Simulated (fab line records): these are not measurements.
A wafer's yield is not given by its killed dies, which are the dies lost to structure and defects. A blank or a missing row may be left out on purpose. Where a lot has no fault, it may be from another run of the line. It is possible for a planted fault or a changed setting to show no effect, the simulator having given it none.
Split-lot experiment + flow rit-cmos + 27 wafers read from 5 lots, route of 202 steps

## THE SPLIT ITSELF
At RIT_SDANNEAL_RTA_03 (time 5 s), the setting time-s was moved away from the recipe's 5 s on 12 of the 27 wafers read, by -27.9% to +54.2%. For the rest of the wafers, this setting stayed at what the recipe calls for.

## FROM THE SPLIT TO THE READING: what the file shows between them, 3 steps
- RIT_SDANNEAL_RS_MEAS_04: measures by four-point-probe
- RIT_SDANNEAL_RS_MEAS_05: measures by four-point-probe
- RIT_SDANNEAL_RS_MEAS_06: measures by four-point-probe

## THE READING
NLDD_RS in ohm/sq, measured at RIT_SDANNEAL_RS_MEAS_07 by four-point-probe. A value of 151.4 ohm/sq with a standard deviation of 0.48 ohm/sq is what fault-free wafers of this fab line usually give.

| wafer  | tool, chamber at the split | time-s as run, s | against the recipe | NLDD_RS, ohm/sq | against lot-mates on the recipe |
|--------|----------------------------|------------------|--------------------|-----------------|---------------------------------|
| L077.1 | rtp-anneal-01, 0           | 5                | recipe             | 151.2           | -                               |
| L077.4 | rtp-anneal-01, 0           | 5                | recipe             | 151.5           | -                               |
| L077.5 | rtp-anneal-01, 0           | 5                | recipe             | 151.4           | -                               |
| L078.1 | rtp-anneal-02, 0           | 5                | recipe             | 151.4           | -                               |
| L078.2 | rtp-anneal-02, 0           | 7.712            | +54.2%             | 150.2           | -0.8                            |
| L078.3 | rtp-anneal-02, 0           | 7.712            | +54.2%             | 149.4           | -1.6                            |
| L078.4 | rtp-anneal-02, 0           | 7.712            | +54.2%             | 150.2           | -0.8                            |
| L078.5 | rtp-anneal-02, 0           | 5                | recipe             | 151.2           | -                               |
| L078.6 | rtp-anneal-02, 0           | 5                | recipe             | 150.4           | -                               |
| L081.1 | rtp-anneal-02, 0           | 5                | recipe             | 152.0           | -                               |
| L081.2 | rtp-anneal-02, 0           | 5                | recipe             | 151.9           | -                               |
| L081.3 | rtp-anneal-02, 0           | 6.062            | +21.2%             | 151.1           | -0.8                            |
| L081.4 | rtp-anneal-02, 0           | 6.062            | +21.2%             | 151.0           | -0.9                            |
| L081.5 | rtp-anneal-02, 0           | 5                | recipe             | 151.8           | -                               |
| L081.6 | rtp-anneal-02, 0           | 6.062            | +21.2%             | 151.2           | -0.7                            |
| L084.1 | rtp-anneal-01, 0           | 3.607            | -27.9%             | 151.3           | +0.1                            |
| L084.2 | rtp-anneal-01, 0           | 5                | recipe             | 150.8           | -                               |
| L084.3 | rtp-anneal-01, 0           | 3.607            | -27.9%             | 151.7           | +0.5                            |
| L084.4 | rtp-anneal-01, 0           | 5                | recipe             | 151.3           | -                               |
| L084.5 | rtp-anneal-01, 0           | 3.607            | -27.9%             | 152.0           | +0.8                            |
| L084.6 | rtp-anneal-01, 0           | 5                | recipe             | 151.4           | -                               |
| L083.1 | rtp-anneal-02, 0           | 7.683            | +53.7%             | 150.4           | -1.1                            |
| L083.2 | rtp-anneal-02, 0           | 5                | recipe             | 151.5           | -                               |
| L083.3 | rtp-anneal-02, 0           | 7.683            | +53.7%             | 150.3           | -1.2                            |
| L083.4 | rtp-anneal-02, 0           | 5                | recipe             | 151.6           | -                               |
| L083.5 | rtp-anneal-02, 0           | 5                | recipe             | 151.5           | -                               |
| L083.6 | rtp-anneal-02, 0           | 7.683            | +53.7%             | 150.4           | -1.1                            |

THE FIT
A straight line over all 27 wafers: NLDD_RS changes by -0.0203 ohm/sq for each +1% of time-s; r = -0.82; the points scatter about the line by 0.38 ohm/sq.
The same after taking each lot's own level away (the mean of its wafers on the recipe; 27 wafers): -0.0208 ohm/sq for each +1%; r = -0.90; scatter 0.28 ohm/sq.
On that fit, the largest move of time-s shifts the reading by 1.1 ohm/sq.
Measured against the standard deviation above, the lots' own levels, which go from 151.00 to 151.90 ohm/sq, span 1.9 times it.
The two slopes are in agreement: the lot-to-lot level therefore moves the slope only a little.
Check: for one of the wafers moved furthest among these (+54.2%), held out of the fit, the line's prediction against its lot-mates is -1.24 ohm/sq. It came out at -0.8 ohm/sq against them.

## OTHER SPLITS ON THESE WAFERS
These wafers also went through other splits before the reading. Each is held against what the fit with the lots' levels taken away leaves over:
| other split on the same wafers        | wafers away from the commonest value | r with NLDD_RS (lot level and that fit taken away) |
|---------------------------------------|--------------------------------------|----------------------------------------------------|
| RIT_SPACER_ETCHBACK_05 target-depth-a | 9                                    | -0.01                                              |

## THE WHOLE CHAIN: every reading that the file lists as answering this split, in the file's order
| step                    | what it does                 | reading                                                                      | change (the file's fit)             | r (the file's) |
|-------------------------|------------------------------|------------------------------------------------------------------------------|-------------------------------------|----------------|
| RIT_SDANNEAL_RS_MEAS_04 | measures by four-point-probe | PSD_RS                                                                       | -0.125 for each +1% of the setting  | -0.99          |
| RIT_SDANNEAL_RS_MEAS_05 | measures by four-point-probe | NSD_RS                                                                       | -0.0223 for each +1% of the setting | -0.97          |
| RIT_SDANNEAL_RS_MEAS_06 | measures by four-point-probe | PLDD_RS                                                                      | -0.129 for each +1% of the setting  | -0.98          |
| RIT_SDANNEAL_RS_MEAS_07 | measures by four-point-probe | NLDD_RS                                                                      | -0.0211 for each +1% of the setting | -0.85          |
| RIT_M1_PROBE_99         |                              | etest.pmos_0p15.r-on-ohm-um (the simulator's own value, which no gauge read) | -6.54 for each +1% of the setting   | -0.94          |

## FILE'S OWN FIT
NLDD_RS changes by -0.0211 ohm/sq for each +1% of time-s, r = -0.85.
